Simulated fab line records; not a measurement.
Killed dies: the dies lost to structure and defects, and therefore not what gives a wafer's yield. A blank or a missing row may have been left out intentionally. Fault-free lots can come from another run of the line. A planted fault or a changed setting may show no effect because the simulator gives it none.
Comparing a struck lot with a sound one + flow rit_cmos + 15 out of 202 route steps
Sound: the wafers L635.3, L635.5, L635.6. Wafers struck: L636.1, L636.4, L636.6. At the end, the cause is stated.
Order at every step that has rows: each side's tool, ch and its chambers, its first start. Under that, the readings that differ: sound wafers + struck wafers + difference of the means + sigmas: that difference in standard deviations of wafers without a fault.
alike: readings with means less than 2 such deviations apart, plus words and numbers identical on both sides. not compared: withheld readings, readings lacking a value on some wafer, bounds such as >300 that could conceal the same value, and numbers that have no deviation in the record and whose values overlap.
The two part at a step that has a row with sigmas, a row that says differs or no value, or rows on one side only. Numbers that have no deviation but don't overlap get no sigmas and don't part them. A reading that every wafer of one side lacks parts them only if that side has two wafers or more.

first, 4 steps without rows for these wafers: RIT_NRETRO_SOFTBAKE_02 (time 60 s); RIT_NRETRO_EXPOSE_03 (exposes mask M4, target cd 43900 nm); RIT_NRETRO_PEB_04; RIT_NRETRO_DEVELOP_05 (develop time 68 s).
RIT_NRETRO_OVL_MEAS_06:
  sound on overlay-02 at day 3 14:35; struck on overlay-02 at day 3 21:06
  alike: NRETRO_OVL
then, 2 steps without rows for these wafers: RIT_NRETRO_HARDBAKE_07 (time 120 s); RIT_NRETRO_IMPLANT_08.
RIT_NRETRO_STRIP_09: strips in O2, time 180 s.
  sound on plasma_asher-04 ch 0,1, day 3 15:10; struck on plasma_asher-01 ch 0,1, day 3 21:32
  alike: chamber_pressure_mTorr, drypump_motor_current_A, o2_flow_sccm, rf_refl_power_W
  not compared: rf_hours_counter_h
RIT_NRETRO_TW_MEAS_10:
  sound on film_metro-03 at day 3 15:17; struck on film_metro-04 at day 3 21:43
  alike: NRETRO_TW
then, 3 steps without rows for these wafers: RIT_PRETRO_HMDS_00 (prime time 60 s); RIT_PRETRO_COAT_01 (resist thk 1300 nm); RIT_PRETRO_SOFTBAKE_02 (time 60 s).
RIT_PRETRO_EXPOSE_03: exposes mask M5, target cd 43700 nm.
  sound on iline_stepper-02 ch 0, day 3 15:57; struck on iline_stepper-01 ch 0, day 3 22:24
| reading | sound          | struck                  | difference | sigmas |
|---------|----------------|-------------------------|------------|--------|
| mask    | M5#0 M5#0 M5#0 | M5_R1#0 M5_R1#0 M5_R1#0 | differs    |        |
  alike: stage_vel_mm_s
next, for these wafers, 1 step has no rows: RIT_PRETRO_PEB_04.
RIT_M1_PROBE_99:
  sound on prober-01 at day 4 23:03; struck on prober-02 at day 5 06:09
  alike: killed_at_front_end, killed_dies, killed_open, killed_short

WHERE THEY PART
Only at RIT_PRETRO_EXPOSE_03, within this record. Later steps at which nothing parts them and some readings are alike: RIT_M1_PROBE_99.

WHY: whatever the simulator had introduced
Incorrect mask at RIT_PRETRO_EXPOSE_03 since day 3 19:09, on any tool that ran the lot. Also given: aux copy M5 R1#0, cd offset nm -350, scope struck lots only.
